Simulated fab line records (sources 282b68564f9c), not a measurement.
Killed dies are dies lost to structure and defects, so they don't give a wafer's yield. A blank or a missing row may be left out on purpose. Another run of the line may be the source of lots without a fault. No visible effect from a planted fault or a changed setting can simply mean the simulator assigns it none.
A lot that was struck, set against a sound lot | flow rit-cmos | 26 steps out of a route of 202
Sound: wafers L667.2, L667.3, L667.4. Struck: wafer L682.5. The cause is given at the end.
Order at every step that has rows: each side's tool, ch and its chambers, its first start. Under that, the readings that differ: sound wafers | struck wafers | difference of the means | sigmas: that difference in standard deviations of wafers without a fault.
alike: words and numbers the same on both sides, and readings whose means are apart by under 2 such deviations; not compared: readings that were withheld, readings missing a value for some wafer, numbers with overlapping values and no deviation given by the record, and bounds like >300 which may hide the same value.
A row with sigmas, a row that says differs or no value, or rows on one side alone: a step with any of these is where the two part. Numbers that don't overlap but have no deviation are shown without sigmas and don't part them. A reading that every wafer of one side lacks parts them only if that side has two wafers or more.

first, 4 steps without rows for these wafers: RIT_CONTACT_SOFTBAKE_04 (time 60 s); RIT_CONTACT_EXPOSE_05 (exposes mask M11, target cd 1000 nm); RIT_CONTACT_PEB_06; RIT_CONTACT_DEVELOP_07 (develop time 120 s).
RIT_CONTACT_CD_MEAS_08: target cd 1000 nm.
  sound on cd-sem-01 at day 3 09:16; struck on cd-sem-02 at day 7 05:25
  reading    | sound                | struck | difference | sigmas
  cd-nm (nm) | 1002.1 1002.2 1002.4 | 994.6  | -7.6       | -3
RIT_CONTACT_OVL_MEAS_09:
  sound on overlay-01 at day 3 09:23; struck on overlay-02 at day 7 05:28
  alike: CONTACT_OVL
then, 1 step without rows for these wafers: RIT_CONTACT_HARDBAKE_10 (time 60 s).
RIT_CONTACT_ETCH_11: etches SiO2 in CHF3/CF4/Ar, stops on TiSi2, target depth 480 nm, time 320 s.
  sound on rie-diel-01 ch 1,2,3, day 3 09:34; struck on rie-diel-04 ch 0, day 7 05:44
  reading                | sound          | struck | difference | sigmas
  throttle-valve-pct (%) | 8.97 8.85 8.99 | 8.75   | -0.19      | -2
  alike: O2_flow_sccm, drypump-motor-current-A, oes-product-au
  not compared: rf-hours-counter-h
RIT_CONTACT_STRIP_12: strips in O2, time 180 s.
  sound on plasma-asher-03 ch 0,1, day 3 09:45; struck on plasma-asher-02 ch 1, day 7 05:56
  alike: drypump-motor-current-A
  not compared: rf-hours-counter-h
RIT_CONTACT_CD_MEAS_90: target cd 1000 nm.
  sound on cd-sem-01 at day 3 09:57; struck on cd-sem-01 at day 7 06:05
  reading    | sound                | struck | difference | sigmas
  cd-nm (nm) | 1002.0 1001.7 1002.3 | 994.7  | -7.3       | -3
then, 2 steps without rows for these wafers: RIT_CONTACT_CLEAN_13 (cleans in SC1, time 611.7 s); RIT_CONTACT_CLEAN_14 (cleans in SC2, time 600 s).
RIT_M1_SPUTTER_00: material Al, target thk 400 nm, time 500 s.
  sound on pvd-sputter-01 at day 3 10:24; struck on pvd-sputter-02 at day 7 06:39
  reading                               | sound             | struck | difference | sigmas
  model.Al_of_M1_SPUTTER_00.thk-nm (nm) | 396.8 392.8 389.8 | 176.1  | -217.0     |
  alike: cathode-dc-power-W, throttle-valve-pct
RIT_M1_RS_MEAS_01: measures by four-point-probe.
  sound on film-metro-01 at day 3 10:43; struck on film-metro-02 at day 7 07:10
  reading           | sound                | struck | difference | sigmas
  M1_AL_RS (ohm/sq) | 0.0740 0.0747 0.0752 | 0.1738 | +0.0992    | +99 or more
  not compared: hold
RIT_M1_THK_MEAS_02: measures by xrf.
  sound on film-metro-01 at day 3 10:49; struck on film-metro-02 at day 7 10:40
  reading        | sound       | struck | difference | sigmas
  M1_AL_THK (nm) | 397 392 387 | 175    | -217       | -47
  not compared: hold
then, 5 steps without rows for these wafers: RIT_M1_COAT_04 (resist thk 1300 nm); RIT_M1_SOFTBAKE_05 (time 60 s); RIT_M1_EXPOSE_06 (exposes mask M12, target cd 2600 nm); RIT_M1_PEB_07; RIT_M1_DEVELOP_08 (develop time 68 s).
RIT_M1_CD_MEAS_09: target cd 2600 nm.
  sound on cd-sem-02 at day 3 11:54; struck on cd-sem-01 at day 7 13:47
  alike: cd-nm
RIT_M1_OVL_MEAS_10:
  sound on overlay-01 at day 3 12:00; struck on overlay-01 at day 7 13:50
  alike: M1_OVL
then, 1 step without rows for these wafers: RIT_M1_HARDBAKE_11 (time 120 s).
RIT_M1_METAL_ETCH_12: etches Al in Cl2/BCl3, stops on SiO2, time 165 s, target depth 600 nm.
  sound on rie-metal-02 ch 0,1, day 3 12:17; struck on rie-metal-02 ch 1, day 7 14:13
  reading               | sound             | struck | difference | sigmas
  oes-product-au (a.u.) | 0.789 0.786 0.771 | 0.534  | -0.248     | -25
  alike: drypump-motor-current-A, throttle-valve-pct
  not compared: rf-hours-counter-h
then, 1 step without rows for these wafers: RIT_M1_STRIP_13 (strips in nmp, time 600 s).
RIT_M1_PROBE_99:
  rows exist in the record for the sound wafers here (prober-01, day 3 14:35), none for the struck ones

WHERE THEY PART
Last at RIT_M1_PROBE_99 as far as this record goes, first at RIT_CONTACT_CD_MEAS_08.

WHY: whatever the simulator had introduced
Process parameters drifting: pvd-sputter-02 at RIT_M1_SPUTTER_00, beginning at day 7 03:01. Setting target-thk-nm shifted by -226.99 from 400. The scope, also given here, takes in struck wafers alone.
